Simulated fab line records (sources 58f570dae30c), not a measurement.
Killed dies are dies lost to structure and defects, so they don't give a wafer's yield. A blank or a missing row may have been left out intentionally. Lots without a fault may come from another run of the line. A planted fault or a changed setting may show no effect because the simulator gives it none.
The same fault as seen by 2 desks -- flow berkeley_cmos170 -- what lay behind the numbers comes last; until then each desk has only its own

== THE METROLOGY DESK ==
What the gauges read, lot by lot, whatever tool the lot ran on: means of the sampled wafers that have a number. Any lot whose mean is over 4 standard deviations away from the usual mean is out of limits and marked OUT; that distance is given in the brackets.
Columns: A = NSD_TW at UCB170_NSD_TW_MEAS_10, usual 4213; B = SILICIDE_TI_RS at UCB170_SILICIDE_RS_MEAS_02, usual 26.1 ohm/sq
lot,first seen here,A,B
L765,day 7 08:39,4161,25.8
L763,day 7 08:46,4243,25.6
L770,day 8 09:52,4212,26.4
L769,day 8 10:29,4208,26.3
L771,day 8 15:33,4209,26.1
L772,day 8 15:52,4254,25.8
L774,day 9 10:03,4223,25.7
L776,day 9 14:43,4211,25.6
L777,day 10 05:09,4201,26.9
L778,day 10 06:03,4191,25.9
L781,day 10 15:40,4201,26.3
L783,day 11 06:38,4228,25.7
L782,day 11 06:46,4237,25.8
L784,day 11 06:50,4207,26.2
Finding of this desk: none of the 14 lots has anything out of limits.

== AT THE TOOL OWNER'S DESK: krf_scanner-01 ==
The tool's own readings at UCB170_PSD_EXPOSE_03 (exposes mask PSELECT MOD, target cd 1200 nm): means of the sampled wafers that have a number, for each lot that ran on this tool. Any lot whose mean is over 4 standard deviations away from the usual mean is out of limits and marked OUT; that distance is given in the brackets.
Columns: A = exposure_dose_mJ_cm2 at UCB170_PSD_EXPOSE_03, usual 29.999; B = focus_offset_nm at UCB170_PSD_EXPOSE_03, usual 0.0 nm
lot,first seen here,A,B
L765,day 7 03:49,30.013,0.7
L763,day 7 04:33,29.998,0.3
L769,day 8 07:23,30.046,-0.5
L772,day 8 12:55,29.945,-0.4
L774,day 9 07:31,30.005,0.1
L776,day 9 11:43,30.010,-0.2
L781,day 10 13:10,30.010,0.2
L784,day 11 00:58,30.018,0.0
L782,day 11 01:29,30.031,0.3
Finding of this desk: none of the 9 lots has anything out of limits.

== ALL TOGETHER ==
At the metrology desk, nothing out of limits was observed.
The desk of the tool owner found nothing out of limits.

== WHAT THE SIMULATOR PUT IN ==
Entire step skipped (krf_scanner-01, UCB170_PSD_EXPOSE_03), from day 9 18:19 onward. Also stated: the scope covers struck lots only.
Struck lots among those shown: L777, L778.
